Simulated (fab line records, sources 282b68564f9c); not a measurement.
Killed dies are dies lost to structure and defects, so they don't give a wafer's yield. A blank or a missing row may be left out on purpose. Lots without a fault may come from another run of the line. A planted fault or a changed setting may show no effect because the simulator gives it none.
fab line records | flow rit_cmos
record lots=7 wafers=21 last_day=6
route steps=202 shown WELLDRIVE@50 NWELL@51 PWELL@52 NRETRO@53 PRETRO@64 GATE@75
lots that met no fault: from a run of the same line without faults
start_h: hours from the record's first day to the start of the lot's first wafer shown | wait_h: hours since the lot's step before | " the same as in the row above | L1.1+2: a row that stands for several wafers | - no value, or no start given | * or withheld: withheld | < > ~ a bound
route shown NAME@n: a module of which the file shows steps, and the number in the route of the first | usual: mean/standard deviation of fault-free wafers | same: alike in all rows | chamber/n: place in a boat | sites: the reading at each site | _std_site: their standard deviation | _edge_site: outer sites' mean less inner sites' | radius_mm: how far each site lies from the wafer's centre | mask NAME#n: copy n | behind: the tool/chamber that last shaped the wafer | hold: why the lot was held/for how many hours/how that ended | device: the transistor (n, p or np) that didn't switch | end of line: the same wafers' tests at the end of the route | a step without rows: its recipe alone | killed: dies lost to structure and defects at the first sort, not the wafer's yield | map: a wafer's dies, x killed, . not, _ none there
set.NAME: the setting as run; set.NAME@STEP: as run at that earlier step | model.NAME: the simulator's own value behind a step, which no gauge read
lots at some steps of the route; a table a step, a row a wafer
services: from which hour (start_h, from the record's first day; less than 0 if before it) a tool's chamber was out of use, for how many hours, and why
## steps
# step RIT_WELLDRIVE_ANNEAL_00
# recipe temp_c=1100 time_s=14700 ambient=N2
# step RIT_WELLDRIVE_RS_MEAS_01
# recipe thk_meas_gauge=four-point-probe
# usual NWELL_RS=275.3/0.83
# columns lot.wafer tool chamber start_h wait_h NWELL_RS[ohm/sq]
L377.3 film_metro-01 - 36.90 0.0 275.3
L377.4 " - " " 274.3
L377.5 " - " " 274.7
L380.2 film_metro-02 - 51.20 0.0 274.5
L380.3 " - " " 275.2
L380.5 " - " " 275.9
L386.1 film_metro-02 - 80.63 0.0 275.6
L386.2 " - " " 275.9
L386.6 " - " " 275.8
L387.1 film_metro-04 - 85.03 0.0 274.8
L387.4 " - " " 275.2
L387.5 " - " " 274.6
L388.2 film_metro-04 - 90.83 0.0 274.5
L388.3 " - " " 274.9
L388.4 " - " " 274.8
L393.1 film_metro-01 - 113.67 0.0 274.6
L393.5 " - " " 274.2
L393.6 " - " " 274.6
L395.1 film_metro-04 - 124.59 0.0 275.9
L395.3 " - " " 276.4
L395.5 " - " " 276.1
# step RIT_WELLDRIVE_RS_MEAS_02
# recipe thk_meas_gauge=four-point-probe
# usual PWELL_RS=431.5/1.2
# columns lot.wafer tool chamber start_h wait_h PWELL_RS[ohm/sq]
L377.3 film_metro-01 - 37.02 0.1 430.6
L377.4 " - " " 431.8
L377.5 " - " " 432.2
L380.2 film_metro-02 - 51.32 0.1 430.6
L380.3 " - " " 430.0
L380.5 " - " " 428.8
L386.1 film_metro-02 - 80.75 0.1 431.5
L386.2 " - " " 432.7
L386.6 " - " " 431.3
L387.1 film_metro-04 - 85.15 0.1 432.3
L387.4 " - " " 432.1
L387.5 " - " " 432.3
L388.2 film_metro-04 - 90.95 0.1 431.5
L388.3 " - " " 430.6
L388.4 " - " " 433.0
L393.1 film_metro-01 - 113.79 0.1 432.2
L393.5 " - " " 432.8
L393.6 " - " " 432.9
L395.1 film_metro-04 - 124.71 0.1 432.5
L395.3 " - " " 432.2
L395.5 " - " " 433.4
# step RIT_NRETRO_HMDS_00
# recipe prime_time_s=60 prime_temp_c=140
# step RIT_NRETRO_COAT_01
# recipe resist=NOVOLAK spin_rpm=2000 resist_thk_nm=1300
# step RIT_NRETRO_SOFTBAKE_02
# recipe resist=NOVOLAK temp_c=90 time_s=60
# step RIT_NRETRO_EXPOSE_03
# recipe mask_id=M4 na=0.57 target_cd_nm=43900 dose_mj=250
# step RIT_NRETRO_PEB_04
# recipe resist=NOVOLAK temp_c=withheld time_s=withheld
# step RIT_NRETRO_DEVELOP_05
# recipe resist=NOVOLAK develop_time_s=68 dev_temp_c=23
# step RIT_NRETRO_OVL_MEAS_06
# usual NRETRO_OVL=0.8/1.3
# columns lot.wafer tool chamber start_h wait_h NRETRO_OVL[nm]
L377.3 overlay-01 - 38.23 - 2.9
L377.4 " - " " 1.6
L377.5 " - " " 2.6
L380.2 overlay-02 - 52.43 - -1.1
L380.3 " - " " -0.3
L380.5 " - " " -0.8
L386.1 overlay-01 - 81.87 - 1.8
L386.2 " - " " 1.1
L386.6 " - " " 1.8
L387.1 overlay-01 - 86.28 - 0.9
L387.4 " - " " 0.1
L387.5 " - " " -1.6
L388.2 overlay-02 - 92.06 - 3.0
L388.3 " - " " -0.5
L388.4 " - " " 1.4
L393.1 overlay-02 - 114.93 - 1.0
L393.5 " - " " 1.1
L393.6 " - " " 1.0
L395.1 overlay-02 - 125.83 - -0.5
L395.3 " - " " 1.0
L395.5 " - " " 1.3
# step RIT_NRETRO_HARDBAKE_07
# recipe resist=NOVOLAK temp_c=140 time_s=120
# step RIT_NRETRO_IMPLANT_08
# recipe species=P energy_kev=70.94 dose_cm2=1e+13 tilt_deg=7
# step RIT_NRETRO_STRIP_09
# recipe chemistry=O2 time_s=180 resist=NOVOLAK platen_temp_c=withheld power_w=500 pressure_mtorr=4000 o2_flow_sccm=4000
# usual chamber_pressure_mTorr=4000/3.7 drypump_motor_current_A=5.7/0.63 rf_refl_power_W=7.5/1.6
# columns lot.wafer tool chamber start_h wait_h chamber_pressure_mTorr drypump_motor_current_A rf_hours_counter_h rf_refl_power_W model.NOVOLAK_of_NRETRO_COAT_01.thk_nm
L377.3 plasma_asher-01 1 38.72 0.1 4005 5.1 - 8.4 0
L377.4 " 0 " " 4000 5.8 - 9.7 0
L377.5 " 1 " " 4000 5.1 - 8.1 0
L380.2 plasma_asher-04 1 52.86 0.1 3995 6.9 42 5.4 0
L380.3 " 0 " " 3999 5.8 - 7.5 0
L380.5 " 1 " " 3997 6.9 - 5.3 0
L386.1 plasma_asher-01 1 82.31 0.1 - - - - 1143
L386.2 " 0 " " - - - - 1144
L386.6 " 1 " " - - - - 1146
L387.1 plasma_asher-01 1 86.71 0.1 - - - - 1135
L387.4 " 1 " " - - - - 1135
L387.5 " 1 " " - - - - 1135
L388.2 plasma_asher-01 1 92.49 0.1 - - - - 1138
L388.3 " 0 " " - - - - 1140
L388.4 " 1 " " - - - - 1137
L393.1 plasma_asher-04 1 115.37 0.1 4002 6.9 49 5.1 0
L393.5 " 1 " " 3998 6.8 - 5.4 0
L393.6 " 0 " " 3994 5.8 - 7.3 0
L395.1 plasma_asher-01 1 126.27 0.1 4003 5.1 33 8.0 0
L395.3 " 0 " " 4000 5.8 - 9.7 0
L395.5 " 1 " " 3992 5.1 - 8.2 0
# step RIT_NRETRO_TW_MEAS_10
# usual NRETRO_TW=1058/9.5
# columns lot.wafer tool chamber start_h wait_h NRETRO_TW
L377.3 film_metro-02 - 38.85 0.1 1049
L377.4 " - " " 1051
L377.5 " - " " 1051
L380.2 film_metro-04 - 53.05 0.1 1072
L380.3 " - " " 1072
L380.5 " - " " 1076
L386.1 film_metro-04 - 82.49 0.1 1066
L386.2 " - " " 1072
L386.6 " - " " 1071
L387.1 film_metro-03 - 86.89 0.1 1060
L387.4 " - " " 1057
L387.5 " - " " 1062
L388.2 film_metro-03 - 92.67 0.1 1053
L388.3 " - " " 1058
L388.4 " - " " 1054
L393.1 film_metro-04 - 115.54 0.1 1068
L393.5 " - " " 1067
L393.6 " - " " 1066
L395.1 film_metro-02 - 126.44 0.1 1053
L395.3 " - " " 1053
L395.5 " - " " 1052
# step RIT_PRETRO_HMDS_00
# recipe prime_time_s=60 prime_temp_c=140
# step RIT_PRETRO_COAT_01
# recipe resist=NOVOLAK spin_rpm=2000 resist_thk_nm=1300
# step RIT_PRETRO_SOFTBAKE_02
# recipe resist=NOVOLAK temp_c=90 time_s=60
# step RIT_PRETRO_EXPOSE_03
# recipe mask_id=M5 na=0.57 target_cd_nm=43700 dose_mj=250
# step RIT_PRETRO_PEB_04
# recipe resist=NOVOLAK temp_c=withheld time_s=withheld
# step RIT_PRETRO_DEVELOP_05
# recipe resist=NOVOLAK develop_time_s=66.59 dev_temp_c=23
# step RIT_PRETRO_OVL_MEAS_06
# usual PRETRO_OVL=0.7/1.4
# columns lot.wafer tool chamber start_h wait_h PRETRO_OVL[nm]
L377.3 overlay-01 - 39.78 - -1.5
L377.4 " - " " 1.1
L377.5 " - " " 0.9
L380.2 overlay-02 - 53.99 - -1.2
L380.3 " - " " -0.3
L380.5 " - " " -1.0
L386.1 overlay-01 - 83.43 - -1.0
L386.2 " - " " 1.0
L386.6 " - " " 0.2
L387.1 overlay-01 - 87.83 - 1.5
L387.4 " - " " -0.5
L387.5 " - " " 1.0
L388.2 overlay-01 - 93.74 - -1.7
L388.3 " - " " -2.1
L388.4 " - " " -1.0
L393.1 overlay-01 - 116.56 - 1.3
L393.5 " - " " 1.2
L393.6 " - " " 1.4
L395.1 overlay-02 - 127.38 - 0.2
L395.3 " - " " 1.7
L395.5 " - " " 0.8
# step RIT_PRETRO_HARDBAKE_07
# recipe resist=NOVOLAK temp_c=140 time_s=120
# step RIT_PRETRO_IMPLANT_08
# recipe species=B energy_kev=45 dose_cm2=1.2e+13 tilt_deg=7
# step RIT_PRETRO_STRIP_09
# recipe chemistry=O2 time_s=180 resist=NOVOLAK platen_temp_c=withheld power_w=500 pressure_mtorr=4000 o2_flow_sccm=4000
# usual chamber_pressure_mTorr=4000/3.6 drypump_motor_current_A=5.9/0.66 rf_refl_power_W=6.8/1.4
# columns lot.wafer tool chamber start_h wait_h chamber_pressure_mTorr drypump_motor_current_A rf_hours_counter_h rf_refl_power_W
L377.3 plasma_asher-04 0 40.27 0.1 4001 5.8 - 7.6
L377.4 " 1 " " 3997 6.9 - 5.5
L377.5 " 0 " " 3999 5.8 - 7.6
L380.2 plasma_asher-04 1 54.42 0.1 3999 6.9 42 5.3
L380.3 " 0 " " 4002 5.8 - 7.4
L380.5 " 1 " " 3998 6.9 - 5.4
L386.1 plasma_asher-03 0 83.86 0.1 3995 5.2 45 6.5
L386.2 " 1 " " 3997 5.1 45 5.3
L386.6 " 0 " " 3994 5.2 - 6.6
L387.1 plasma_asher-02 0 88.26 0.1 3998 5.6 44 10.0
L387.4 " 0 " " 4001 5.6 - 9.6
L387.5 " 1 " " 4001 5.4 - 8.1
L388.2 plasma_asher-04 0 94.17 0.1 3999 5.8 46 7.4
L388.3 " 0 " " 3994 5.8 - 7.2
L388.4 " 1 " " 3995 6.9 - 4.9
L393.1 plasma_asher-04 1 116.99 0.1 4002 6.9 50 5.3
L393.5 " 1 " " 4001 6.9 - 5.3
L393.6 " 0 " " 4001 5.8 - 7.2
L395.1 plasma_asher-03 1 127.82 0.1 4001 5.1 1 5.4
L395.3 " 1 " " 4005 5.1 - 5.3
L395.5 " 0 " " 3993 5.2 - 6.6
# step RIT_PRETRO_TW_MEAS_10
# usual PRETRO_TW=477/3.9
# columns lot.wafer tool chamber start_h wait_h PRETRO_TW
L377.3 film_metro-01 - 40.40 0.1 478
L377.4 " - " " 478
L377.5 " - " " 477
L380.2 film_metro-01 - 54.60 0.1 482
L380.3 " - " " 482
L380.5 " - " " 484
L386.1 film_metro-01 - 84.04 0.1 30
L386.2 " - " " 30
L386.6 " - " " 30
L387.1 film_metro-02 - 88.44 0.1 30
L387.4 " - " " 30
L387.5 " - " " 30
L388.2 film_metro-01 - 94.35 0.1 30
L388.3 " - " " 30
L388.4 " - " " 30
L393.1 film_metro-02 - 117.17 0.1 473
L393.5 " - " " 475
L393.6 " - " " 474
L395.1 film_metro-02 - 127.99 0.1 473
L395.3 " - " " 475
L395.5 " - " " 472
# step RIT_GATE_WET_ETCH_00
# recipe chemistry=BOE target=SiO2 target_depth_nm=56 time_s=60 dry=n2_spin dilution=10:1 temp_c=21.5
## services
# columns tool chamber start_h hours kind
plasma_asher-01 - 40.98 2.3 repair
plasma_asher-02 - 41.58 7.8 repair
plasma_asher-03 - 108.75 9.0 pm
plasma_asher-03 0 108.75 9.0 vent_cycle
plasma_asher-03 1 108.75 9.0 vent_cycle
plasma_asher-02 - 109.58 2.8 pm
plasma_asher-03 0 117.75 - clean
plasma_asher-03 1 117.75 - clean
## key
first_sign step=RIT_NRETRO_STRIP_09 reading=tool_record direction=missing
effect step=RIT_PRETRO_TW_MEAS_10 reading=PRETRO_TW direction=down sigmas=99+ usual=477 struck=30
model_effect step=RIT_NRETRO_STRIP_09 value=NOVOLAK_of_NRETRO_COAT_01.thk_nm without=0 struck=1139
met_at RIT_NRETRO_STRIP_09
struck_wafers L386.1,L386.2,L386.6,L387.1,L387.4,L387.5,L388.2,L388.3,L388.4
sort_left_out L386.1,L386.2,L386.6,L387.1,L387.4,L387.5,L388.2,L388.3,L388.4
tester_left_out L386,L387,L388
onset_between 38.72 82.31
fault kind=skipped_step_whole tool=plasma_asher-01 chamber=- onset_h=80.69 steps=RIT_NRETRO_STRIP_09 scope=struck_lots_only
# tester_left_out: of these lots the tester's yield and bins aren't shown, on N5 and GAA mostly nor the transistor test; their killed dies are dies lost to structure and defects alone, not to doping, threshold or leakage, so they don't give the yield
# sort_left_out: the simulated sort isn't trusted on such a fault, so these wafers' sort isn't shown, and their yield isn't known
